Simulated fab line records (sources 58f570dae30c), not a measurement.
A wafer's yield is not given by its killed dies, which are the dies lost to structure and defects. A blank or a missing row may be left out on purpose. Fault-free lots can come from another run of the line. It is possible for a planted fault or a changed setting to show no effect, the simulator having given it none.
Which tool is to blame? | flow berkeley-cmos170 | 14 lots with 42 wafers sampled at 4 steps, on a route of 331 steps

WHAT EACH GAUGE READ, for each wafer
UCB170_NWELL_THK_MEAS_05. Usual: for NWELL_NITRIDE_THK the level is 224.2 nm and the standard deviation is 2.4.
lot  | measured    | on            | NWELL_NITRIDE_THK (nm) | flag
L336 | day 2 11:55 | film-metro-04 | 224.6 224.4 222.9      |
L335 | day 2 11:56 | film-metro-02 | 219.2 218.2 221.4      |
L337 | day 2 15:41 | film-metro-04 | 224.1 223.6 224.1      |
L339 | day 3 05:58 | film-metro-04 | 219.1 220.5 223.1      |
L342 | day 3 21:07 | film-metro-01 | 225.7 225.3 223.5      |
L343 | day 3 21:07 | film-metro-02 | 226.7 225.8 226.2      |
L344 | day 4 05:02 | film-metro-04 | 224.8 223.5 222.8      |
L345 | day 4 07:04 | film-metro-01 | 224.7 223.3 223.8      |
L346 | day 4 09:55 | film-metro-01 | 226.2 225.0 226.6      |
L347 | day 4 17:01 | film-metro-04 | 228.1 227.5 228.9      |
L354 | day 5 23:27 | film-metro-02 | 224.5 222.9 223.5      |
L355 | day 6 05:46 | film-metro-02 | 221.3 222.8 223.6      |
L357 | day 6 15:28 | film-metro-02 | 225.5 226.5 228.6      |
L358 | day 6 22:02 | film-metro-02 | 223.4 221.2 221.5      |

UCB170_NWELL_OVL_MEAS_12. Usual: for NWELL_OVL the level is 1 nm and the standard deviation is 6.2.
lot  | measured    | on         | NWELL_OVL (nm) | flag
L336 | day 2 13:22 | overlay-01 | -3 -10 3       |
L335 | day 2 13:02 | overlay-01 | -7 4 -14       |
L337 | day 2 17:20 | overlay-02 | 10 -5 9        |
L339 | day 3 07:35 | overlay-01 | -4 -5 2        |
L342 | day 3 22:33 | overlay-02 | 3 16 2         |
L343 | day 3 22:43 | overlay-02 | -1 4 1         |
L344 | day 4 06:04 | overlay-02 | -1 12 6        |
L345 | day 4 08:38 | overlay-02 | -5 -4 5        |
L346 | day 4 10:51 | overlay-02 | -13 -5 -6      |
L347 | day 4 18:37 | overlay-02 | 12 7 5         |
L354 | day 6 01:18 | overlay-01 | 12 3 17        |
L355 | day 6 06:49 | overlay-02 | -13 -5 -2      |
L357 | day 6 16:22 | overlay-01 | -3 -2 0        |
L358 | day 7 00:24 | overlay-01 | 8 -3 -2        |

UCB170_PWELL_THK_MEAS_03. Usual: for PWELL_OXIDE_THK the level is 26.4 nm and the standard deviation is 0.44.
lot  | measured    | on            | PWELL_OXIDE_THK (nm) | flag
L336 | day 2 23:17 | film-metro-01 | 27.1 26.8 26.7       |
L335 | day 2 23:21 | film-metro-01 | 27.2 27.0 26.6       |
L337 | day 3 04:43 | film-metro-03 | 26.3 25.9 26.3       |
L339 | day 3 20:31 | film-metro-04 | 26.7 26.3 26.8       |
L342 | day 4 07:31 | film-metro-01 | 27.0 27.0 26.8       |
L343 | day 4 07:31 | film-metro-04 | 26.4 26.4 26.1       |
L344 | day 4 15:00 | film-metro-01 | 27.3 26.7 26.8       |
L345 | day 4 17:42 | film-metro-03 | 22.6 22.7 23.2       | OFF
L346 | day 4 17:43 | film-metro-04 | 22.4 23.2 23.2       | OFF
L347 | day 5 05:56 | film-metro-03 | 26.9 26.9 26.8       |
L354 | day 6 12:44 | film-metro-01 | 26.4 27.0 26.5       |
L355 | day 6 15:13 | film-metro-04 | 26.5 26.5 26.3       |
L357 | day 7 01:05 | film-metro-01 | 26.9 27.0 26.9       |
L358 | day 7 10:38 | film-metro-04 | 25.4 25.2 25.5       |

EACH LOT AND THE TOOL THAT RAN IT (in order: tool; ch and the chambers of the sampled wafers; start)
lot  | UCB170_PWELL_OXIDATION_02
L336 | furnace-02 ch 0, day 2 21:56
L335 | furnace-02 ch 0, day 2 21:56
L337 | furnace-02 ch 0, day 3 03:22
L339 | furnace-03 ch 0, day 3 19:09
L342 | furnace-03 ch 0, day 4 06:10
L343 | furnace-03 ch 0, day 4 06:10
L344 | furnace-02 ch 0, day 4 13:38
L345 | furnace-03 ch 0, day 4 16:21
L346 | furnace-03 ch 0, day 4 16:21
L347 | furnace-02 ch 0, day 5 04:35
L354 | furnace-01 ch 0, day 6 11:22
L355 | furnace-02 ch 0, day 6 13:52
L357 | furnace-02 ch 0, day 6 23:44
L358 | furnace-02 ch 0, day 7 09:17
- UCB170_PWELL_OXIDATION_02: target thk 26.4 nm, ox time 1260 s.

WHAT THE TOOLS THEMSELVES READ (means of the sampled wafers that have a number; where no wafer has one, the mark that the record gives instead)
UCB170_PWELL_OXIDATION_02. Usual: spike-tc-centre-C 1002.3 C, standard deviation 1; spike-tc-load-C 1026.6 C, standard deviation 2.2; spike-tc-source-C 1021 C, standard deviation 3.3; tube-center-temp-C 1000 C, standard deviation 0.088; tube_center_temp_C_max 1002.6, standard deviation 0.41; zone-power-source-pct 33.1 %, standard deviation 3.
lot  | tool       | spike-tc-centre-C (C) | spike-tc-load-C (C) | spike-tc-source-C (C) | tube-center-temp-C (C) | tube_center_temp_C_max | zone-power-source-pct (%) | flag
L336 | furnace-02 | 1001.7                | 1024.8              | 1022                  | 1000                   | 1002.4                 | 35.0                      |
L335 | furnace-02 | 1001.2                | 1024.5              | 1022                  | 1000                   | 1002.4                 | 35.4                      |
L337 | furnace-02 | 1002.1                | 1025.7              | 1022                  | 1000                   | 1002.4                 | 35.3                      |
L339 | furnace-03 | 1002.6                | 1027.2              | 1018                  | 1000                   | 1002.7                 | 33.0                      |
L342 | furnace-03 | 1000.6                | 1026.5              | 1019                  | 1000                   | 1002.8                 | 32.8                      |
L343 | furnace-03 | 1002.8                | 1027.9              | 1018                  | 1000                   | 1002.3                 | 32.8                      |
L344 | furnace-02 | 1002.4                | 1025.8              | 1021                  | 1000                   | 1002.8                 | 35.0                      |
L345 | furnace-03 | 990.4                 | 1014.8              | 1006                  | 988                    | 990.7                  | 32.0                      | OFF
L346 | furnace-03 | 990.1                 | 1014.5              | 1006                  | 988                    | 990.7                  | 32.1                      | OFF
L347 | furnace-02 | 1002.7                | 1024.9              | 1021                  | 1000                   | 1002.4                 | 35.6                      |
L354 | furnace-01 | 1002.8                | 1031.5              | 1028                  | 1000                   | 1002.4                 | 25.8                      |
L355 | furnace-02 | 1003.1                | 1025.1              | 1022                  | 1000                   | 1002.6                 | 34.8                      |
L357 | furnace-02 | 1001.7                | 1025.0              | 1022                  | 1000                   | 1002.7                 | 34.9                      |
L358 | furnace-02 | 1002.3                | 1024.3              | 1022                  | 1000                   | 1002.9                 | 35.2                      |

THE ANSWER, worked out from the rows above alone
Rule: take the mean of a lot's wafers that have a number; if it is more than 3 standard deviations from the usual mean, the lot is off. Also off: a lot with no number at a reading for which 4 or more lots have one. Where the step has rows for the other lots, those lots are counted as sound. First the gauges in route order, then the tools' own readings, where a lot's mean is used as printed above. At the first step where some lot is off, the reading lying furthest off is the one used; lots without a number count as furthest.
Off: at UCB170_PWELL_THK_MEAS_03 (PWELL_OXIDE_THK), L345, L346.
A tool fits if, at a process step before that reading, it ran every lot that is off, and no sound lot after the first of them. The gauges at UCB170_PWELL_THK_MEAS_03 aren't tried: what is off there is off at UCB170_PWELL_OXIDATION_02 too, on other tools, and a gauge's error can't cause that. One candidate fits, namely furnace-03 at UCB170_PWELL_OXIDATION_02. Its last sound lot is L342 (day 4 06:10), its first lot that is off L345 (day 4 16:21): a fault that began between those two fits.
The tool's own readings at UCB170_PWELL_OXIDATION_02 bear it out: on the lots that are off they differ by more than 5 times the standard deviation of the sound lots' means. spike-tc-centre-C reads 990.2 C there against 1002.2 C on the sound lots; spike-tc-load-C reads 1014.6 C there against 1026.1 C on the sound lots; spike-tc-source-C reads 1006 C there against 1021 C on the sound lots; tube-center-temp-C reads 988 C there against 1000 C on the sound lots; tube_center_temp_C_max reads 990.7 there against 1002.6 on the sound lots.

WHAT THE SIMULATOR HAD PUT IN
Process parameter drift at UCB170_PWELL_OXIDATION_02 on furnace-03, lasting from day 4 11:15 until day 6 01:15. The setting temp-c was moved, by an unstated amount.
Struck lots among those shown: L345, L346. The same result came from the rule above.
